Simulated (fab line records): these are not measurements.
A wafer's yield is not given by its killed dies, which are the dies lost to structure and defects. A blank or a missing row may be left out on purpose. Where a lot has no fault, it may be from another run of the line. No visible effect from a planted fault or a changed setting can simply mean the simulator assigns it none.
The tool behind it: which one? | flow berkeley cmos170 | 21 wafers sampled from 7 lots at 1 step of a route of 331

== WHAT THE GAUGES SHOWED, per wafer ==
UCB170_NSD_OVL_MEAS_07.
lot  | measured     | on         | NSD_OVL (nm)
L155 | day 6 10:13  | overlay-01 | 10 7 7
L157 | day 7 07:10  | overlay-01 | 3 -2 -3
L160 | day 7 19:19  | overlay-01 | -11 2 10
L169 | day 9 13:42  | overlay-01 | -3 1 -3
L170 | day 9 15:41  | overlay-02 | 9 7 11
L167 | day 9 16:25  | overlay-01 | 5 2 4
L171 | day 10 14:32 | overlay-02 | -10 -10 -7

== WHAT TOOL EACH LOT RAN ON (gives the tool, then ch and the chambers of the sampled wafers, and finally the start) ==
Before these readings, the record contains no process step.

== THE ANSWER, worked out from the rows above alone ==
Rule: the usual values come from the lots themselves. Put in order of their means at a reading, lots are off if they are a third of the lots or fewer, leave a main group of 4 or more, and stand apart from it by a gap of 3 or more times the standard deviation of the main group's means; of several such gaps the widest counts. Not used: any main group whose means are identical at the precision the tables above print for the reading. Also off: a lot with no number at a reading for which 4 or more lots have one. All remaining lots with rows at the step are treated as sound.
Across all readings shown, no lot is off: no conclusion can be drawn from this.

== WHAT THE SIMULATOR PUT IN ==
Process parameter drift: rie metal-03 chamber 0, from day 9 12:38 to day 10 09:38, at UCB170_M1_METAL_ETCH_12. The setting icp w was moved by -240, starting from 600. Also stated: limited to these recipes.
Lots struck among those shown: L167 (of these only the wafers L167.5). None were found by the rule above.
